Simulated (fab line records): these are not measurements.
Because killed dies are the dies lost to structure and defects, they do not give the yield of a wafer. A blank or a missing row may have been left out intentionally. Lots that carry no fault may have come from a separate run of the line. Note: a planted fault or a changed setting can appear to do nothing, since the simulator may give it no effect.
Which tool did it? :: flow berkeleyCmos170 :: Sampling: 14 lots, 42 wafers, 4 of 331 route steps

WHAT THE GAUGES SHOWED, per wafer
UCB170_ACTIVE_THK_MEAS_06. Usual: ACTIVE_NITRIDE_THK 220.4 nm, standard deviation 2.1.
lot: L791
measured: day 4 04:01
on: filmMetro-01
ACTIVE_NITRIDE_THK (nm): 221.8 221.0 221.6
flag: 

lot: L792
measured: day 4 09:31
on: filmMetro-02
ACTIVE_NITRIDE_THK (nm): 219.6 217.1 219.4
flag: 

lot: L794
measured: day 5 00:12
on: filmMetro-01
ACTIVE_NITRIDE_THK (nm): 215.7 217.8 217.0
flag: 

lot: L795
measured: day 5 00:12
on: filmMetro-03
ACTIVE_NITRIDE_THK (nm): 220.9 220.4 222.6
flag: 

lot: L797
measured: day 5 20:47
on: filmMetro-01
ACTIVE_NITRIDE_THK (nm): 220.7 220.6 220.0
flag: 

lot: L799
measured: day 5 20:47
on: filmMetro-03
ACTIVE_NITRIDE_THK (nm): 218.3 218.2 218.0
flag: 

lot: L800
measured: day 6 03:10
on: filmMetro-03
ACTIVE_NITRIDE_THK (nm): 218.1 220.2 219.8
flag: 

lot: L802
measured: day 6 03:10
on: filmMetro-01
ACTIVE_NITRIDE_THK (nm): 222.5 222.7 223.0
flag: 

lot: L801
measured: day 6 13:34
on: filmMetro-03
ACTIVE_NITRIDE_THK (nm): 221.1 218.2 219.7
flag: 

lot: L805
measured: day 7 15:18
on: filmMetro-02
ACTIVE_NITRIDE_THK (nm): 222.8 221.8 220.7
flag: 

lot: L807
measured: day 7 15:19
on: filmMetro-01
ACTIVE_NITRIDE_THK (nm): 222.7 222.2 220.8
flag: 

lot: L811
measured: day 8 11:55
on: filmMetro-01
ACTIVE_NITRIDE_THK (nm): 218.2 215.5 217.3
flag: 

lot: L813
measured: day 8 20:37
on: filmMetro-01
ACTIVE_NITRIDE_THK (nm): 225.5 225.5 224.5
flag: 

lot: L814
measured: day 8 22:46
on: filmMetro-01
ACTIVE_NITRIDE_THK (nm): 224.9 222.1 221.6
flag: 

UCB170_PLDD_OVL_MEAS_07. Usual: PLDD_OVL 0 nm, standard deviation 5.8.
lot: L791
measured: day 6 01:25
on: overlay-02
PLDD_OVL (nm): 1 0 3
flag: 

lot: L792
measured: day 6 09:52
on: overlay-02
PLDD_OVL (nm): 3 2 1
flag: 

lot: L794
measured: day 6 20:12
on: overlay-02
PLDD_OVL (nm): -1 2 0
flag: 

lot: L795
measured: day 6 19:35
on: overlay-02
PLDD_OVL (nm): -8 -6 3
flag: 

lot: L797
measured: day 8 02:57
on: overlay-01
PLDD_OVL (nm): -6 -12 -10
flag: 

lot: L799
measured: day 8 03:38
on: overlay-01
PLDD_OVL (nm): 9 10 11
flag: 

lot: L800
measured: day 8 03:13
on: overlay-01
PLDD_OVL (nm): 8 -5 1
flag: 

lot: L802
measured: day 8 02:28
on: overlay-01
PLDD_OVL (nm): -1 -6 -4
flag: 

lot: L801
measured: day 8 19:36
on: overlay-02
PLDD_OVL (nm): -1 -4 -9
flag: 

lot: L805
measured: day 9 22:35
on: overlay-01
PLDD_OVL (nm): 7 -2 0
flag: 

lot: L807
measured: day 9 23:04
on: overlay-01
PLDD_OVL (nm): 1 -4 8
flag: 

lot: L811
measured: day 10 15:10
on: overlay-02
PLDD_OVL (nm): 1 4 -5
flag: 

lot: L813
measured: day 11 01:07
on: overlay-02
PLDD_OVL (nm): -9 3 -6
flag: 

lot: L814
measured: day 11 00:34
on: overlay-02
PLDD_OVL (nm): -8 5 4
flag: 

WHAT TOOL EACH LOT RAN ON (gives the tool, then ch and the chambers of the sampled wafers, and finally the start)
lot: L791
UCB170_ZERO_STRIP_07: plasmaAsher-04 ch 0,1, day 1 19:26
UCB170_PFIELD_STRIP_08: plasmaAsher-03 ch 0,1, day 4 07:29

lot: L792
UCB170_ZERO_STRIP_07: plasmaAsher-04 ch 0,1, day 1 22:49
UCB170_PFIELD_STRIP_08: plasmaAsher-04 ch 0,1, day 4 13:32

lot: L794
UCB170_ZERO_STRIP_07: plasmaAsher-03 ch 0,1, day 2 08:52
UCB170_PFIELD_STRIP_08: plasmaAsher-02 ch 0,1, day 5 03:30

lot: L795
UCB170_ZERO_STRIP_07: plasmaAsher-03 ch 0,1, day 2 14:16
UCB170_PFIELD_STRIP_08: plasmaAsher-02 ch 0,1, day 5 03:14

lot: L797
UCB170_ZERO_STRIP_07: plasmaAsher-03 ch 0,1, day 3 02:34
UCB170_PFIELD_STRIP_08: plasmaAsher-02 ch 0,1, day 6 02:02

lot: L799
UCB170_ZERO_STRIP_07: plasmaAsher-02 ch 0,1, day 3 11:12
UCB170_PFIELD_STRIP_08: plasmaAsher-02 ch 0,1, day 6 02:08

lot: L800
UCB170_ZERO_STRIP_07: plasmaAsher-02 ch 0,1, day 3 20:58
UCB170_PFIELD_STRIP_08: plasmaAsher-04 ch 0,1, day 6 07:04

lot: L802
UCB170_ZERO_STRIP_07: plasmaAsher-03 ch 0,1, day 4 00:52
UCB170_PFIELD_STRIP_08: plasmaAsher-04 ch 0,1, day 6 06:25

lot: L801
UCB170_ZERO_STRIP_07: plasmaAsher-02 ch 0,1, day 4 01:11
UCB170_PFIELD_STRIP_08: plasmaAsher-03 ch 0,1, day 6 18:20

lot: L805
UCB170_ZERO_STRIP_07: plasmaAsher-04 ch 0,1, day 4 19:04
UCB170_PFIELD_STRIP_08: plasmaAsher-04 ch 0,1, day 7 19:20

lot: L807
UCB170_ZERO_STRIP_07: plasmaAsher-03 ch 0,1, day 5 01:59
UCB170_PFIELD_STRIP_08: plasmaAsher-02 ch 0,1, day 7 19:37

lot: L811
UCB170_ZERO_STRIP_07: plasmaAsher-03 ch 0,1, day 5 23:27
UCB170_PFIELD_STRIP_08: plasmaAsher-04 ch 0,1, day 8 15:47

lot: L813
UCB170_ZERO_STRIP_07: plasmaAsher-04 ch 0,1, day 6 10:08
UCB170_PFIELD_STRIP_08: plasmaAsher-02 ch 0,1, day 9 02:22

lot: L814
UCB170_ZERO_STRIP_07: plasmaAsher-04 ch 0,1, day 6 15:08
UCB170_PFIELD_STRIP_08: plasmaAsher-03 ch 0,1, day 9 02:55
- UCB170_ZERO_STRIP_07: strips in O2.
- UCB170_PFIELD_STRIP_08: strips in O2.

AS READ BY THE TOOLS THEMSELVES (means over the sampled wafers that have a number; for cases with no such wafer, the mark the record gives instead)
UCB170_ZERO_STRIP_07. Usual: drypumpMotorCurrentA 5.6 A, standard deviation 0.67; o2FlowSccm 399.9 sccm, standard deviation 1.1; oesProductAu 0.727 a.u., standard deviation 0.004; stripTimeToEndpointS 21.49 s, standard deviation 0.072.
lot: L791
tool: plasmaAsher-04
drypumpMotorCurrentA (A): 5.3
o2FlowSccm (sccm): 400.0
oesProductAu (a.u.): 0.729
stripTimeToEndpointS (s): 21.61
flag: 

lot: L792
tool: plasmaAsher-04
drypumpMotorCurrentA (A): 5.3
o2FlowSccm (sccm): 400.3
oesProductAu (a.u.): 0.730
stripTimeToEndpointS (s): 21.62
flag: 

lot: L794
tool: plasmaAsher-03
drypumpMotorCurrentA (A): 6.2
o2FlowSccm (sccm): 399.0
oesProductAu (a.u.): 0.726
stripTimeToEndpointS (s): 21.61
flag: 

lot: L795
tool: plasmaAsher-03
drypumpMotorCurrentA (A): 6.2
o2FlowSccm (sccm): 399.8
oesProductAu (a.u.): 0.728
stripTimeToEndpointS (s): 21.51
flag: 

lot: L797
tool: plasmaAsher-03
drypumpMotorCurrentA (A): 6.1
o2FlowSccm (sccm): 400.1
oesProductAu (a.u.): 0.728
stripTimeToEndpointS (s): 21.47
flag: 

lot: L799
tool: plasmaAsher-02
drypumpMotorCurrentA (A): 5.3
o2FlowSccm (sccm): 400.3
oesProductAu (a.u.): 0.725
stripTimeToEndpointS (s): 21.39
flag: 

lot: L800
tool: plasmaAsher-02
drypumpMotorCurrentA (A): 5.3
o2FlowSccm (sccm): 400.1
oesProductAu (a.u.): 0.725
stripTimeToEndpointS (s): 21.53
flag: 

lot: L802
tool: plasmaAsher-03
drypumpMotorCurrentA (A): 6.2
o2FlowSccm (sccm): 400.2
oesProductAu (a.u.): 0.727
stripTimeToEndpointS (s): 21.54
flag: 

lot: L801
tool: plasmaAsher-02
drypumpMotorCurrentA (A): 5.3
o2FlowSccm (sccm): 399.1
oesProductAu (a.u.): 0.729
stripTimeToEndpointS (s): 21.41
flag: 

lot: L805
tool: plasmaAsher-04
drypumpMotorCurrentA (A): 5.3
o2FlowSccm (sccm): 401.0
oesProductAu (a.u.): 0.729
stripTimeToEndpointS (s): 21.47
flag: 

lot: L807
tool: plasmaAsher-03
drypumpMotorCurrentA (A): 6.1
o2FlowSccm (sccm): 320.5
oesProductAu (a.u.): 0.713
stripTimeToEndpointS (s): 22.16
flag: OFF

lot: L811
tool: plasmaAsher-03
drypumpMotorCurrentA (A): 6.2
o2FlowSccm (sccm): 319.8
oesProductAu (a.u.): 0.708
stripTimeToEndpointS (s): 22.34
flag: OFF

lot: L813
tool: plasmaAsher-04
drypumpMotorCurrentA (A): 5.2
o2FlowSccm (sccm): 398.8
oesProductAu (a.u.): 0.728
stripTimeToEndpointS (s): 21.54
flag: 

lot: L814
tool: plasmaAsher-04
drypumpMotorCurrentA (A): 5.2
o2FlowSccm (sccm): 400.6
oesProductAu (a.u.): 0.727
stripTimeToEndpointS (s): 21.46
flag: 

UCB170_PFIELD_STRIP_08. Usual: drypumpMotorCurrentA 5.6 A, standard deviation 0.69; o2FlowSccm 400.0 sccm, standard deviation 1.2; oesProductAu 0.734 a.u., standard deviation 0.0044; stripTimeToEndpointS 21.62 s, standard deviation 0.078.
lot: L791
tool: plasmaAsher-03
drypumpMotorCurrentA (A): 6.2
o2FlowSccm (sccm): 399.8
oesProductAu (a.u.): 0.735
stripTimeToEndpointS (s): 21.74
flag: 

lot: L792
tool: plasmaAsher-04
drypumpMotorCurrentA (A): 5.3
o2FlowSccm (sccm): 400.5
oesProductAu (a.u.): 0.734
stripTimeToEndpointS (s): 21.70
flag: 

lot: L794
tool: plasmaAsher-02
drypumpMotorCurrentA (A): 5.3
o2FlowSccm (sccm): 400.7
oesProductAu (a.u.): 0.737
stripTimeToEndpointS (s): 21.55
flag: 

lot: L795
tool: plasmaAsher-02
drypumpMotorCurrentA (A): 5.9
o2FlowSccm (sccm): 400.0
oesProductAu (a.u.): 0.730
stripTimeToEndpointS (s): 21.61
flag: 

lot: L797
tool: plasmaAsher-02
drypumpMotorCurrentA (A): 5.8
o2FlowSccm (sccm): 400.0
oesProductAu (a.u.): 0.734
stripTimeToEndpointS (s): 21.59
flag: 

lot: L799
tool: plasmaAsher-02
drypumpMotorCurrentA (A): 5.3
o2FlowSccm (sccm): 399.3
oesProductAu (a.u.): 0.736
stripTimeToEndpointS (s): 21.64
flag: 

lot: L800
tool: plasmaAsher-04
drypumpMotorCurrentA (A): 5.3
o2FlowSccm (sccm): 400.0
oesProductAu (a.u.): 0.736
stripTimeToEndpointS (s): 21.59
flag: 

lot: L802
tool: plasmaAsher-04
drypumpMotorCurrentA (A): 5.1
o2FlowSccm (sccm): 400.2
oesProductAu (a.u.): 0.738
stripTimeToEndpointS (s): 21.62
flag: 

lot: L801
tool: plasmaAsher-03
drypumpMotorCurrentA (A): 6.2
o2FlowSccm (sccm): 399.5
oesProductAu (a.u.): 0.734
stripTimeToEndpointS (s): 21.54
flag: 

lot: L805
tool: plasmaAsher-04
drypumpMotorCurrentA (A): 5.1
o2FlowSccm (sccm): 400.9
oesProductAu (a.u.): 0.729
stripTimeToEndpointS (s): 21.77
flag: 

lot: L807
tool: plasmaAsher-02
drypumpMotorCurrentA (A): 5.9
o2FlowSccm (sccm): 399.3
oesProductAu (a.u.): 0.733
stripTimeToEndpointS (s): 21.75
flag: 

lot: L811
tool: plasmaAsher-04
drypumpMotorCurrentA (A): 5.3
o2FlowSccm (sccm): 400.1
oesProductAu (a.u.): 0.734
stripTimeToEndpointS (s): 21.66
flag: 

lot: L813
tool: plasmaAsher-02
drypumpMotorCurrentA (A): 5.8
o2FlowSccm (sccm): 398.7
oesProductAu (a.u.): 0.733
stripTimeToEndpointS (s): 21.47
flag: 

lot: L814
tool: plasmaAsher-03
drypumpMotorCurrentA (A): 6.2
o2FlowSccm (sccm): 400.8
oesProductAu (a.u.): 0.732
stripTimeToEndpointS (s): 21.60
flag: 

THE ANSWER, worked out from the rows above alone
Rule: lot off if the mean of its wafers having a number is beyond 3 standard deviations from the usual mean. Also off: a lot with no number at a reading for which 4 or more lots have one. Where the step has rows for the other lots, those lots are counted as sound. First the gauges in route order, then the tools' own readings, where a lot's mean is used as printed above. At the first step where some lot is off, the reading lying furthest off is the one used; lots without a number count as furthest.
Off, at UCB170_ZERO_STRIP_07 on o2FlowSccm: L807, L811.
A tool fits if, at that step or a process step before it, it ran every lot that is off, and no sound lot after the first of them. One candidate fits, namely plasmaAsher-03 at UCB170_ZERO_STRIP_07. Its last sound lot is L802 (day 4 00:52), its first lot that is off L807 (day 5 01:59): a fault that began between those two fits.
The tool's own readings at UCB170_ZERO_STRIP_07 bear it out: on the lots that are off they differ by more than 5 times the standard deviation of the sound lots' means. o2FlowSccm reads 320.1 sccm there against 399.9 sccm on the sound lots; oesProductAu reads 0.710 a.u. there against 0.728 a.u. on the sound lots; stripTimeToEndpointS reads 22.25 s there against 21.51 s on the sound lots.

WHAT THE SIMULATOR HAD INSERTED
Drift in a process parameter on plasmaAsher-03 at UCB170_ZERO_STRIP_07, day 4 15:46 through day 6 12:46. The setting o2FlowSccm was moved by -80, starting from 400. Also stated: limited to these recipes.
Shown lots that were struck: L807, L811. The rule above reached the same finding.
